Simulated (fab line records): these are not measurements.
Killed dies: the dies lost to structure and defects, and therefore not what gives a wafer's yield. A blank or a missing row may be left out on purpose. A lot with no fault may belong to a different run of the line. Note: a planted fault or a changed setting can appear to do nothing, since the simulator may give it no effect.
Split-lot study || flow rit-cmos || 23 wafers read across 5 lots, on a route 202 steps long

== ABOUT THE SPLIT ==
At RIT_M1_DEVELOP_08 (develop time 68 s), the setting develop-time-s was moved away from the recipe's 68 s on 5 of the 23 wafers read, by +7.3% to +11.0%. All remaining wafers had this setting at the recipe value.

The file shows no step between the split and the reading.

== THE READING ==
At RIT_M1_CD_MEAS_09: cd-nm in nanometres, against a target cd of 2600 nm. Typical for fault-free wafers on this fab line: 2599.2 nm, with standard deviation 2.2 nm.

{"wafer": "L074.1", "tool, chamber at the split": "litho-track-03, 0", "develop-time-s as run, s": 68, "against the recipe": "recipe", "cd-nm, nm": 2598.6, "against lot-mates on the recipe": "-"}
{"wafer": "L074.2", "tool, chamber at the split": "litho-track-03, 0", "develop-time-s as run, s": 68, "against the recipe": "recipe", "cd-nm, nm": 2602.4, "against lot-mates on the recipe": "-"}
{"wafer": "L074.3", "tool, chamber at the split": "litho-track-03, 0", "develop-time-s as run, s": 68, "against the recipe": "recipe", "cd-nm, nm": 2599.9, "against lot-mates on the recipe": "-"}
{"wafer": "L074.4", "tool, chamber at the split": "litho-track-03, 0", "develop-time-s as run, s": 68, "against the recipe": "recipe", "cd-nm, nm": 2599.4, "against lot-mates on the recipe": "-"}
{"wafer": "L074.5", "tool, chamber at the split": "litho-track-03, 0", "develop-time-s as run, s": 68, "against the recipe": "recipe", "cd-nm, nm": 2599.2, "against lot-mates on the recipe": "-"}
{"wafer": "L075.1", "tool, chamber at the split": "litho-track-03, 0", "develop-time-s as run, s": 75.45, "against the recipe": "+11.0%", "cd-nm, nm": 2591.7, "against lot-mates on the recipe": -8.2}
{"wafer": "L075.2", "tool, chamber at the split": "litho-track-03, 0", "develop-time-s as run, s": 68, "against the recipe": "recipe", "cd-nm, nm": 2600.3, "against lot-mates on the recipe": "-"}
{"wafer": "L075.3", "tool, chamber at the split": "litho-track-03, 0", "develop-time-s as run, s": 68, "against the recipe": "recipe", "cd-nm, nm": 2600.4, "against lot-mates on the recipe": "-"}
{"wafer": "L075.5", "tool, chamber at the split": "litho-track-03, 0", "develop-time-s as run, s": 68, "against the recipe": "recipe", "cd-nm, nm": 2599.0, "against lot-mates on the recipe": "-"}
{"wafer": "L075.6", "tool, chamber at the split": "litho-track-03, 0", "develop-time-s as run, s": 75.45, "against the recipe": "+11.0%", "cd-nm, nm": 2590.3, "against lot-mates on the recipe": -9.6}
{"wafer": "L076.1", "tool, chamber at the split": "litho-track-01, 0", "develop-time-s as run, s": 68, "against the recipe": "recipe", "cd-nm, nm": 2597.1, "against lot-mates on the recipe": "-"}
{"wafer": "L076.2", "tool, chamber at the split": "litho-track-01, 0", "develop-time-s as run, s": 68, "against the recipe": "recipe", "cd-nm, nm": 2597.0, "against lot-mates on the recipe": "-"}
{"wafer": "L076.6", "tool, chamber at the split": "litho-track-01, 0", "develop-time-s as run, s": 68, "against the recipe": "recipe", "cd-nm, nm": 2597.9, "against lot-mates on the recipe": "-"}
{"wafer": "L078.1", "tool, chamber at the split": "litho-track-02, 0", "develop-time-s as run, s": 68, "against the recipe": "recipe", "cd-nm, nm": 2600.3, "against lot-mates on the recipe": "-"}
{"wafer": "L078.2", "tool, chamber at the split": "litho-track-02, 0", "develop-time-s as run, s": 68, "against the recipe": "recipe", "cd-nm, nm": 2600.3, "against lot-mates on the recipe": "-"}
{"wafer": "L078.4", "tool, chamber at the split": "litho-track-02, 0", "develop-time-s as run, s": 68, "against the recipe": "recipe", "cd-nm, nm": 2598.3, "against lot-mates on the recipe": "-"}
{"wafer": "L078.5", "tool, chamber at the split": "litho-track-02, 0", "develop-time-s as run, s": 68, "against the recipe": "recipe", "cd-nm, nm": 2599.0, "against lot-mates on the recipe": "-"}
{"wafer": "L078.6", "tool, chamber at the split": "litho-track-02, 0", "develop-time-s as run, s": 68, "against the recipe": "recipe", "cd-nm, nm": 2599.4, "against lot-mates on the recipe": "-"}
{"wafer": "L085.2", "tool, chamber at the split": "litho-track-01, 0", "develop-time-s as run, s": 68, "against the recipe": "recipe", "cd-nm, nm": 2601.6, "against lot-mates on the recipe": "-"}
{"wafer": "L085.3", "tool, chamber at the split": "litho-track-01, 0", "develop-time-s as run, s": 72.97, "against the recipe": "+7.3%", "cd-nm, nm": 2594.2, "against lot-mates on the recipe": -6.9}
{"wafer": "L085.4", "tool, chamber at the split": "litho-track-01, 0", "develop-time-s as run, s": 72.97, "against the recipe": "+7.3%", "cd-nm, nm": 2594.2, "against lot-mates on the recipe": -6.9}
{"wafer": "L085.5", "tool, chamber at the split": "litho-track-01, 0", "develop-time-s as run, s": 72.97, "against the recipe": "+7.3%", "cd-nm, nm": 2591.8, "against lot-mates on the recipe": -9.3}
{"wafer": "L085.6", "tool, chamber at the split": "litho-track-01, 0", "develop-time-s as run, s": 68, "against the recipe": "recipe", "cd-nm, nm": 2600.7, "against lot-mates on the recipe": "-"}

FIT RESULTS
A straight line over all 23 wafers: cd-nm changes by -0.797 nm for each +1% of develop-time-s; r = -0.91; the points scatter about the line by 1.4 nm.
The same after taking each lot's own level away (the mean of its wafers on the recipe; 23 wafers): -0.905 nm for each +1%; r = -0.96; scatter 1.1 nm.
Per that fit: largest develop-time-s move, reading shift of 9.9 nm.
The span of the lots' own levels, 2597.33 to 2601.15 nm, comes to 1.7 times the standard deviation stated above.
So the slope is not independent of the lot-to-lot level: the two fits are not the same.
Check: with one of the wafers moved furthest among these (+11.0%) left out of the fit, the line predicts -10.7 nm for it against its lot-mates. Against them it came out at -8.2 nm.

== THE OTHER SPLITS THESE WAFERS WENT THROUGH ==
Note: prior to the reading, these wafers also went through further splits. Each is held against what the fit with the lots' levels taken away leaves over:
{"other split on the same wafers": "RIT_NSD_IMPLANT_08 energy-kev", "wafers away from the commonest value": 8, "r with cd-nm (lot level and that fit taken away)": "+0.06"}
{"other split on the same wafers": "RIT_PSD_IMPLANT_08 energy-kev", "wafers away from the commonest value": 9, "r with cd-nm (lot level and that fit taken away)": "+0.06"}
{"other split on the same wafers": "RIT_SILICIDE_SPUTTER_01 time-s", "wafers away from the commonest value": 8, "r with cd-nm (lot level and that fit taken away)": "+0.44"}
{"other split on the same wafers": "RIT_CONTACT_CVD_00 time-s", "wafers away from the commonest value": 5, "r with cd-nm (lot level and that fit taken away)": "+0.08"}
{"other split on the same wafers": "RIT_M1_SPUTTER_00 power-w", "wafers away from the commonest value": 7, "r with cd-nm (lot level and that fit taken away)": "+0.06"}

== THE FILE'S OWN FIT ==
cd-nm changes by -0.886 nm for each +1% of develop-time-s, r = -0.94.
